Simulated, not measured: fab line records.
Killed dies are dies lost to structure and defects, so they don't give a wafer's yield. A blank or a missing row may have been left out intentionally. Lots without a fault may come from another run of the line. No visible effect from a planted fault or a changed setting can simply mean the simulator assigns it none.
Lot-split experiment + flow berkeley cmos170 + 5 lots, 23 wafers read, on a route of 331 steps

ABOUT THE SPLIT
At UCB170_M1_METAL_ETCH_12 (etches Al in Cl2/BCl3, stops on PSG, target depth 780 nm, time 130 s), the setting time s was moved away from the recipe's 130 s on 11 of the 23 wafers read, by -7.8% to +10.5%. This setting was run at the recipe's value on the other wafers.

The split's own step is where the reading is taken.

THE READING
KrF_of_M1_COAT_04.thk nm (the simulator's own value, which no gauge read), in nm, at UCB170_M1_METAL_ETCH_12 (etches Al in Cl2/BCl3, stops on PSG, target depth 780 nm, time 130 s). The file gives no usual value for it. Across the 12 wafers here that went through the recipe, the average is 434.3 nm and the standard deviation 14 nm.

| wafer  | tool, chamber at the split | time s as run, s | against the recipe | KrF_of_M1_COAT_04.thk nm, nm | against lot-mates on the recipe |
|--------|----------------------------|------------------|--------------------|------------------------------|---------------------------------|
| L074.2 | rie metal-04, 0            | 130              | recipe             | 454.9                        | -                               |
| L074.3 | rie metal-04, 0            | 130              | recipe             | 458.1                        | -                               |
| L074.4 | rie metal-04, 0            | 143.6            | +10.5%             | 406                          | -49.4                           |
| L074.5 | rie metal-04, 0            | 130              | recipe             | 453.1                        | -                               |
| L074.6 | rie metal-04, 0            | 143.6            | +10.5%             | 412.8                        | -42.6                           |
| L079.1 | rie metal-01, 0            | 130              | recipe             | 419.2                        | -                               |
| L079.2 | rie metal-01, 0            | 119.9            | -7.8%              | 458.9                        | +36.8                           |
| L079.3 | rie metal-01, 0            | 119.9            | -7.8%              | 458.2                        | +36.1                           |
| L079.5 | rie metal-01, 0            | 119.9            | -7.8%              | 459.2                        | +37.1                           |
| L079.6 | rie metal-01, 0            | 130              | recipe             | 425                          | -                               |
| L080.1 | rie metal-02, 0            | 130              | recipe             | 426.7                        | -                               |
| L080.5 | rie metal-02, 1            | 130              | recipe             | 449.1                        | -                               |
| L080.6 | rie metal-02, 0            | 130              | recipe             | 423.7                        | -                               |
| L082.1 | rie metal-01, 0            | 130              | recipe             | 422.8                        | -                               |
| L082.2 | rie metal-01, 1            | 130              | recipe             | 422.9                        | -                               |
| L082.3 | rie metal-01, 1            | 140.5            | +8.1%              | 386.9                        | -36.0                           |
| L082.5 | rie metal-01, 0            | 140.5            | +8.1%              | 388.6                        | -34.2                           |
| L082.6 | rie metal-01, 1            | 140.5            | +8.1%              | 382.9                        | -40.0                           |
| L084.1 | rie metal-01, 0            | 130              | recipe             | 429.1                        | -                               |
| L084.2 | rie metal-01, 1            | 130              | recipe             | 427.2                        | -                               |
| L084.3 | rie metal-01, 0            | 138.6            | +6.6%              | 399.4                        | -28.8                           |
| L084.4 | rie metal-01, 1            | 138.6            | +6.6%              | 396                          | -32.1                           |
| L084.6 | rie metal-01, 0            | 138.6            | +6.6%              | 396.7                        | -31.4                           |

FIT RESULTS
A straight line over all 23 wafers: KrF_of_M1_COAT_04.thk nm changes by -3.95 nm for each +1% of time s; r = -0.85; the points scatter about the line by 14 nm.
The same after taking each lot's own level away (the mean of its wafers on the recipe; 23 wafers): -4.58 nm for each +1%; r = -0.98; scatter 4.8 nm.
According to that fit, moving time s by its largest amount changes the reading by 48 nm.
The span of the lots' own levels, 422.10 to 455.37 nm, comes to 2.4 times the standard deviation stated above.
So the slope is not independent of the lot-to-lot level: the two fits are not the same.
Check: for one of the wafers moved furthest among these (+10.5%), held out of the fit, the line's prediction against its lot-mates is -47.3 nm. It came out at -49.4 nm against them.

FILE'S OWN FIT
KrF_of_M1_COAT_04.thk nm changes by -4.54 nm for each +1% of time s, r = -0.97.
